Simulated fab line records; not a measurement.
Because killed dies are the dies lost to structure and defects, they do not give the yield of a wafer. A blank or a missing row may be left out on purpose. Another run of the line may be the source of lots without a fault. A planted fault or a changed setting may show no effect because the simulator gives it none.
Which tool did it?    flow ritCmos    42 wafers from 14 lots sampled at 2 of the route's 202 steps

== WHAT THE GAUGES READ, wafer by wafer ==
No reading from a measuring or inspecting step in the record can be judged against a usual standard deviation.

== TOOL THAT RAN EACH LOT (tool first, then ch and the chambers of the sampled wafers, then the start) ==
lot   RIT_PRETRO_SOFTBAKE_02           RIT_M1_PROBE_99
L860  lithoTrack-01 ch 0, day 2 08:23  -
L861  lithoTrack-03 ch 0, day 2 15:30  -
L862  lithoTrack-01 ch 0, day 2 18:52  prober-02, day 4 01:02
L863  lithoTrack-02 ch 0, day 3 00:05  -
L866  lithoTrack-03 ch 0, day 3 12:03  prober-02, day 4 17:38
L868  lithoTrack-02 ch 0, day 3 23:28  -
L872  lithoTrack-02 ch 0, day 4 18:44  -
L873  lithoTrack-03 ch 0, day 4 23:06  prober-02, day 6 03:33
L874  lithoTrack-03 ch 0, day 5 04:55  -
L875  lithoTrack-01 ch 0, day 5 10:19  -
L877  lithoTrack-02 ch 0, day 5 20:27  -
L879  lithoTrack-01 ch 0, day 6 06:01  -
L880  lithoTrack-01 ch 0, day 6 10:18  -
L883  lithoTrack-01 ch 0, day 7 01:15  prober-02, day 8 13:01
- RIT_PRETRO_SOFTBAKE_02: time 60 s.
- RIT_M1_PROBE_99

== AS READ BY THE TOOLS THEMSELVES (means over the sampled wafers that have a number; for cases with no such wafer, the mark the record gives instead) ==
RIT_PRETRO_SOFTBAKE_02. Usual: heaterPowerTotalW 34.57 W, standard deviation 0.055; plateTempC 90.00 C, standard deviation 0.13; resistLineTempC 22.98 C, standard deviation 0.091.
lot   tool           heaterPowerTotalW (W)  plateTempC (C)  resistLineTempC (C)  flag
L860  lithoTrack-01  34.59                  90.05           22.99                
L861  lithoTrack-03  34.60                  90.10           22.93                
L862  lithoTrack-01  34.52                  90.06           23.13                
L863  lithoTrack-02  34.56                  89.91           23.08                
L866  lithoTrack-03  34.56                  90.18           23.03                
L868  lithoTrack-02  34.62                  90.01           22.98                
L872  lithoTrack-02  34.60                  89.79           23.05                
L873  lithoTrack-03  34.24                  89.19           23.08                OFF
L874  lithoTrack-03  34.24                  89.20           23.00                OFF
L875  lithoTrack-01  34.57                  90.00           22.84                
L877  lithoTrack-02  34.64                  90.12           23.02                
L879  lithoTrack-01  34.52                  90.00           22.94                
L880  lithoTrack-01  34.54                  90.08           22.95                
L883  lithoTrack-01  34.59                  90.04           22.93                

RIT_M1_PROBE_99. Usual: killed_at_M0_to_M3 0.0, standard deviation 0.16; killedAtContacts 0.1, standard deviation 0.25; killedAtFrontEnd 7, standard deviation 3.2; killedDies 7, standard deviation 3.2; killedOpen 3.5, standard deviation 2.1; killedShort 3.5, standard deviation 2.1.
lot   tool       killed_at_M0_to_M3  killedAtContacts  killedAtFrontEnd  killedDies  killedOpen  killedShort  flag
L862  prober-02  0.0                 0.0               7                 7           2.7         4.3          
L866  prober-02  0.0                 0.0               5                 5           3.7         1.3          
L873  prober-02  0.3                 0.0               12                12          7.0         5.0          
L883  prober-02  0.0                 0.0               7                 7           3.0         3.7          

== THE ANSWER, worked out from the rows above alone ==
Rule: a lot counts as off when the mean over its wafers that have a number is more than 3 standard deviations away from the usual mean. Also off: a lot with no number at a reading for which 4 or more lots have one. Where the step has rows for the other lots, those lots are counted as sound. After the gauges, taken in route order, come the tools' own readings; for these a lot's mean is taken, as printed above. The first step at which some lot is off is used, and at that step the reading that is off furthest; a lot without a number counts as furthest.
Off: L873, L874, at RIT_PRETRO_SOFTBAKE_02 (plateTempC).
A tool fits if, at that step or a process step before it, it ran every lot that is off, and no sound lot after the first of them. One fits: RIT_PRETRO_SOFTBAKE_02 on lithoTrack-03. A fault onset in the window from L866 (day 3 12:03, its last sound lot) to L873 (day 4 23:06, its first lot off) fits.
The tool's own readings at RIT_PRETRO_SOFTBAKE_02 bear it out: on the lots that are off they differ by more than 5 times the standard deviation of the sound lots' means. heaterPowerTotalW reads 34.24 W there against 34.58 W on the sound lots; plateTempC reads 89.19 C there against 90.03 C on the sound lots.

== WHAT THE SIMULATOR PUT IN ==
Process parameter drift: lithoTrack-03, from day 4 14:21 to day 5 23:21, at RIT_PRETRO_SOFTBAKE_02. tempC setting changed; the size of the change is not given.
Lots struck among those shown: L873, L874. The rule above reached the same finding.
